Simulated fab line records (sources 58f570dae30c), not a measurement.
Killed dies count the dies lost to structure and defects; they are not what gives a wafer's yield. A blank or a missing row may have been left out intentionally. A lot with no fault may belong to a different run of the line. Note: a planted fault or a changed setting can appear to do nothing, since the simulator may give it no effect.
Split-lot study -- flow berkeley cmos170 -- 5 lots, 23 wafers read, on a route of 331 steps

## THE SPLIT
At UCB170_M3_EXPOSE_12 (exposes mask METAL3, target cd 700 nm), the setting dose mj was moved away from the recipe's 26 on 7 of the 23 wafers read, by -7.0% to +6.1%. This setting was run at the recipe's value on the other wafers.

## FROM THE SPLIT TO THE READING: what the file shows between them, 6 steps
- UCB170_M3_PEB_13
- UCB170_M3_DEVELOP_14: develop time 45 s
- UCB170_M3_CD_MEAS_15: target cd 700 nm
- UCB170_M3_ETCH_17: etches BARC in N2/H2
- UCB170_M3_METAL_ETCH_18: etches Al in Cl2/BCl3, stops on SiO2, target depth 1170 nm, time 195 s (also split here: over etch frac)
- UCB170_M3_STRIP_19: strips in O2

## THE READING
Shown in nm: cd nm at UCB170_M3_CD_MEAS_90, with target cd 700 nm. Fault-free wafers of this fab line usually give 700.2 nm, standard deviation 2.3 nm.

wafer,"tool, chamber at the split",dose mj as run,against the recipe,"cd nm, nm",against lot-mates on the recipe
L074.1,"krf scanner-02, 0",27.59,+6.1%,687.8,-10.8
L074.2,"krf scanner-02, 0",26,recipe,698.4,-
L074.4,"krf scanner-02, 0",27.59,+6.1%,688.4,-10.2
L074.5,"krf scanner-02, 0",26,recipe,698.1,-
L074.6,"krf scanner-02, 0",26,recipe,699.3,-
L077.1,"krf scanner-02, 0",26,recipe,699.4,-
L077.2,"krf scanner-02, 0",24.18,-7.0%,712.7,+11.8
L077.3,"krf scanner-02, 0",24.18,-7.0%,712.4,+11.5
L077.4,"krf scanner-02, 0",24.18,-7.0%,714.6,+13.7
L077.6,"krf scanner-02, 0",26,recipe,702.4,-
L076.1,"krf scanner-02, 0",26,recipe,700.1,-
L076.4,"krf scanner-02, 0",26,recipe,702.2,-
L076.5,"krf scanner-02, 0",26,recipe,701.0,-
L080.1,"krf scanner-02, 0",26,recipe,695.7,-
L080.2,"krf scanner-02, 0",26,recipe,697.6,-
L080.4,"krf scanner-02, 0",26,recipe,695.2,-
L080.5,"krf scanner-02, 0",27.16,+4.5%,689.8,-6.4
L080.6,"krf scanner-02, 0",27.16,+4.5%,690.8,-5.4
L083.1,"krf scanner-02, 0",26,recipe,700.1,-
L083.2,"krf scanner-02, 0",26,recipe,697.4,-
L083.3,"krf scanner-02, 0",26,recipe,705.4,-
L083.4,"krf scanner-02, 0",26,recipe,702.8,-
L083.5,"krf scanner-02, 0",26,recipe,701.5,-

THE FIT
A straight line over all 23 wafers: cd nm changes by -1.95 nm for each +1% of dose mj; r = -0.95; the points scatter about the line by 2.4 nm.
The same after taking each lot's own level away (the mean of its wafers on the recipe; 23 wafers): -1.68 nm for each +1%; r = -0.96; scatter 1.6 nm.
Per that fit: largest dose mj move, reading shift of 12 nm.
The lots' own levels span 696.17 to 701.44 nm, that is 2.3 times the standard deviation above.
So the slope is not independent of the lot-to-lot level: the two fits are not the same.
Check: for one of the wafers moved furthest among these (-7.0%), held out of the fit, the line's prediction against its lot-mates is +12 nm. It came out at +11.8 nm against them.

## THESE WAFERS: OTHER SPLITS
These wafers also went through other splits before the reading. Each is held against what the fit with the lots' levels taken away leaves over:
other split on the same wafers,wafers away from the commonest value,r with cd nm (lot level and that fit taken away)
UCB170_M2_PEB_13 peb temp c,6,-0.03
UCB170_M3_METAL_ETCH_18 over etch frac,5,+0.04

## THE WHOLE CHAIN: every reading that the file lists as answering this split, in the file's order
step,what it does,reading,change (the file's fit),r (the file's)
UCB170_M3_CD_MEAS_15,target cd 700 nm,cd nm,-1.7 nm for each +1% of the setting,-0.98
UCB170_M3_ETCH_17,etches BARC in N2/H2,"M3.cd nm (the simulator's own value, which no gauge read)",-1.68 nm for each +1% of the setting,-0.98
UCB170_M3_METAL_ETCH_18,"etches Al in Cl2/BCl3, stops on SiO2, target depth 1170 nm, time 195 s","M3.cd nm (the simulator's own value, which no gauge read)",-1.65 nm for each +1% of the setting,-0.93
UCB170_M3_CD_MEAS_90,target cd 700 nm,cd nm,-1.66 nm for each +1% of the setting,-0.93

## THE FILE'S OWN FIT
cd nm changes by -1.66 nm for each +1% of dose mj, r = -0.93.
